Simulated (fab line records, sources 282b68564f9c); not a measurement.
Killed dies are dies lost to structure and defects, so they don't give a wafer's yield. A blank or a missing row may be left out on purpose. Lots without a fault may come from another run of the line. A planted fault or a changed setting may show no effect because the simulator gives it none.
Problem report in the 8D (eight disciplines) form, filled by code | flow rit_cmos | the parts of the form that need people (team, actions taken, sign-off) are left out

1. THE PROBLEM
PLDD_TW at RIT_PLDD_TW_MEAS_10 reads a mean of 30 on 3 wafers of 1 lot; wafers without a fault read 2353 with a standard deviation of 16. That is -99 or more standard deviations from the usual mean.
First seen on wafer L758.1, day 6 04:01, on film_metro-02. The record holds 39 wafers of 13 lots with a number at this step. Rule for "out", or "out of limits": more than 4 standard deviations from the usual mean. The other wafers with a number count as sound.

2. WHAT IT IS AND WHAT IT IS NOT
question                    | is                     | is not
which readings at this step | PLDD_TW                | -
which lots                  | L758                   | L745, L746, L747, L748, L752, L754, L755, L756, L759, L761, L765, L766
which wafers of those lots  | all that have a number | -
read on which gauges        | film_metro-02          | film_metro-03, film_metro-04
when                        | from day 6 04:01       | up to then (24 sound wafers); but 12 sound wafers of L759, L761, L765, L766 came after

3. SUSPECTS, AND WHAT RULES EACH OUT
Counting: a tool at a process step up to the reading stays a suspect if it ran every lot that is out and no sound lot after the first of them.
- the gauge at RIT_PLDD_TW_MEAS_10: ruled out. All the wafers that are out were read on film_metro-02, but those of them that RIT_NLDD_STRIP_09 has rows for are out there too, on other tools.
- plasma_asher-02 at RIT_NLDD_STRIP_09 (strips in O2, time 180 s): kept. It ran the lot that is out, L758 (day 6 02:20), and no sound lot after that; its last sound lot up to then is L756 (day 5 17:18). Its own readings are out on those wafers: run_length_s.
Left after counting: plasma_asher-02 at RIT_NLDD_STRIP_09.

4. THE CAUSE (what the simulator had put in)
Strip aborted: plasma_asher-02, from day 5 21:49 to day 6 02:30, at RIT_NLDD_STRIP_09. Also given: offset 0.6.
Counting left only this tool.

5. THE CHAIN OF EFFECTS, in route order
Each row: a reading whose mean over the struck wafers that have a number lies more than 3 standard deviations from the usual. Only readings for which the record gives a usual standard deviation are gone through. hours: the time from each lot's start at the first step in this table that gives one to its start at this step, as a median over the lots. sigmas: the change in usual standard deviations.
hours | step                | reading      | usual   | on struck wafers | change | sigmas
0     | RIT_NLDD_STRIP_09   | run_length_s | 208.1 s | 72.4             | -135.7 | -99 or more
2     | RIT_PLDD_TW_MEAS_10 | PLDD_TW      | 2353    | 30               | -2323  | -99 or more
The process steps in it:
- RIT_NLDD_STRIP_09: strips in O2, time 180 s.

6. WHAT WOULD HAVE CAUGHT IT SOONER
In this record the first reading out of limits at a measuring or inspecting step was taken at day 6 04:01, 6 hours after the fault began at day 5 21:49.
The tool's own readings at RIT_NLDD_STRIP_09 were out on every struck wafer that the step has a row for (run_length_s): an alarm limit on them would have fired on the first of those.
All the lots that are out (1) had begun RIT_NLDD_STRIP_09 on plasma_asher-02 by day 6 04:01. A hold on the tool at that time would have spared none of them.
